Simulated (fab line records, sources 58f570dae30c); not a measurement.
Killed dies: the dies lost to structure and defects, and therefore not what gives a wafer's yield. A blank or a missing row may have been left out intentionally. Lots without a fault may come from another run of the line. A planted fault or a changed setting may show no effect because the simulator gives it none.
Which tool was responsible? + flow berkeley cmos170 + Sampling: 14 lots, 42 wafers, 4 of 331 route steps

WHAT THE GAUGES READ, wafer by wafer
UCB170_START_THK_MEAS_03. Usual: for START_OXIDE_THK the level is 20.2 nm and the standard deviation is 0.39.
| lot  | measured    | on            | START_OXIDE_THK (nm) | flag |
|------|-------------|---------------|----------------------|------|
| L916 | day 1 15:46 | film metro-03 | 20.2 20.2 20.2       |      |
| L917 | day 1 20:16 | film metro-02 | 20.2 19.9 20.1       |      |
| L919 | day 2 05:26 | film metro-03 | 20.1 20.1 20.1       |      |
| L920 | day 2 10:35 | film metro-03 | 20.9 20.6 20.4       |      |
| L922 | day 2 22:28 | film metro-02 | 20.3 20.4 20.0       |      |
| L923 | day 3 01:49 | film metro-04 | 20.0 19.9 20.0       |      |
| L925 | day 3 12:53 | film metro-03 | 20.3 20.1 20.1       |      |
| L932 | day 4 23:54 | film metro-02 | 20.0 20.1 20.3       |      |
| L933 | day 5 04:27 | film metro-03 | 19.5 19.4 19.6       |      |
| L935 | day 5 12:04 | film metro-03 | 19.6 19.7 19.5       |      |
| L936 | day 5 17:03 | film metro-02 | 19.9 20.1 20.1       |      |
| L937 | day 5 22:11 | film metro-04 | 20.4 20.8 20.7       |      |
| L938 | day 6 04:52 | film metro-02 | 20.1 20.3 20.4       |      |
| L939 | day 6 10:04 | film metro-04 | 19.8 19.8 19.5       |      |

UCB170_SDANNEAL_RS_MEAS_04: a four-point-probe measurement. Usual: for PLDD_RS the level is 1031.8 ohm/sq and the standard deviation is 2.7.
| lot  | measured     | on            | PLDD_RS (ohm/sq)     | flag |
|------|--------------|---------------|----------------------|------|
| L916 | day 7 03:35  | film metro-04 | 1034.2 1032.7 1033.5 |      |
| L917 | day 7 03:49  | film metro-03 | 1031.0 1033.7 1035.9 |      |
| L919 | day 7 03:10  | film metro-03 | 1033.4 1034.3 1037.5 |      |
| L920 | day 8 05:36  | film metro-02 | 1032.7 1034.4 1029.8 |      |
| L922 | day 8 05:55  | film metro-04 | 1032.4 1032.9 1032.8 |      |
| L923 | day 8 17:42  | film metro-04 | 1029.4 1027.2 1030.9 |      |
| L925 | day 8 18:00  | film metro-02 | 1028.0 1026.9 1029.5 |      |
| L932 | day 9 20:51  | film metro-02 | 1058.6 1057.7 1061.3 | OFF  |
| L933 | day 10 08:42 | film metro-02 | 1060.2 1062.7 1062.5 | OFF  |
| L935 | day 10 08:34 | film metro-03 | 1029.8 1032.0 1032.6 |      |
| L936 | day 11 00:59 | film metro-02 | 1037.0 1037.1 1037.7 |      |
| L937 | day 11 10:56 | film metro-02 | 1031.3 1030.5 1032.1 |      |
| L938 | day 11 11:05 | film metro-03 | 1031.5 1033.9 1033.2 |      |
| L939 | day 11 21:46 | film metro-03 | 1032.3 1034.5 1031.7 |      |

UCB170_V2_BOW_MEAS_03. Usual: for V2_BOW the level is 35 um and the standard deviation is 7.
| lot  | measured     | on            | V2_BOW (um) | flag |
|------|--------------|---------------|-------------|------|
| L916 | day 7 20:05  | film metro-04 | 22 36 34    |      |
| L917 | day 7 23:37  | film metro-01 | 37 39 44    |      |
| L919 | day 7 19:55  | film metro-01 | 42 43 39    |      |
| L920 | day 9 01:14  | film metro-04 | 35 47 30    |      |
| L922 | day 9 06:25  | film metro-01 | 38 40 34    |      |
| L923 | day 9 10:26  | film metro-04 | 43 34 37    |      |
| L925 | day 9 10:38  | film metro-02 | 31 28 32    |      |
| L932 | day 10 15:35 | film metro-02 | 39 49 37    |      |
| L933 | day 11 06:11 | film metro-01 | 30 39 34    |      |
| L935 | day 11 04:36 | film metro-01 | 35 25 43    |      |
| L936 | day 11 21:26 | film metro-01 | 53 38 41    |      |
| L937 | day 12 06:22 | film metro-04 | 41 34 34    |      |
| L938 | day 12 04:30 | film metro-01 | 33 29 36    |      |
| L939 | day 12 22:20 | film metro-01 | 34 35 22    |      |

WHICH TOOL RAN EACH LOT (tool, then ch and the chambers of the sampled wafers, then the start)
| lot  | UCB170_PLDD_IMPLANT_09          |
|------|---------------------------------|
| L916 | implanter-04 ch 0, day 6 15:20  |
| L917 | implanter-03 ch 0, day 6 15:38  |
| L919 | implanter-01 ch 0, day 6 15:07  |
| L920 | implanter-03 ch 0, day 7 13:26  |
| L922 | implanter-01 ch 0, day 7 18:58  |
| L923 | implanter-03 ch 0, day 8 06:31  |
| L925 | implanter-01 ch 0, day 8 06:08  |
| L932 | implanter-04 ch 0, day 9 07:24  |
| L933 | implanter-04 ch 0, day 9 17:44  |
| L935 | implanter-01 ch 0, day 9 16:40  |
| L936 | implanter-03 ch 0, day 10 09:41 |
| L937 | implanter-01 ch 0, day 10 21:34 |
| L938 | implanter-03 ch 0, day 10 21:40 |
| L939 | implanter-03 ch 0, day 11 09:58 |
- UCB170_PLDD_IMPLANT_09

WHAT THE TOOLS THEMSELVES READ (means of the sampled wafers that have a number; where no wafer has one, the mark that the record gives instead)
The record holds no such reading with a usual standard deviation.

THE ANSWER, worked out from the rows above alone
Rule: lot off if the mean of its wafers having a number is beyond 3 standard deviations from the usual mean. Also off: a lot with no number at a reading for which 4 or more lots have one. Any other lot the step has rows for is counted as sound. First the gauges in route order, then the tools' own readings, where a lot's mean is used as printed above. The first step at which some lot is off is used, and at that step the reading that is off furthest; a lot without a number counts as furthest.
Off: L932, L933, seen at UCB170_SDANNEAL_RS_MEAS_04 (PLDD_RS).
If a tool, at a process step before that reading, ran all the lots that are off and no sound lot after the first of them, it fits. Those tools and the gauges at UCB170_SDANNEAL_RS_MEAS_04 are tried in the same way. One fits: implanter-04 at UCB170_PLDD_IMPLANT_09. Its last sound lot is L916 (day 6 15:20), its first lot that is off L932 (day 9 07:24): a fault that began between those two fits.

WHAT THE SIMULATOR PUT IN
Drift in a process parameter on implanter-04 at UCB170_PLDD_IMPLANT_09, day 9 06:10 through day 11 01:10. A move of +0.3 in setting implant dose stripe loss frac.
Lots struck among those shown: L932, L933. Same finding as the rule above.
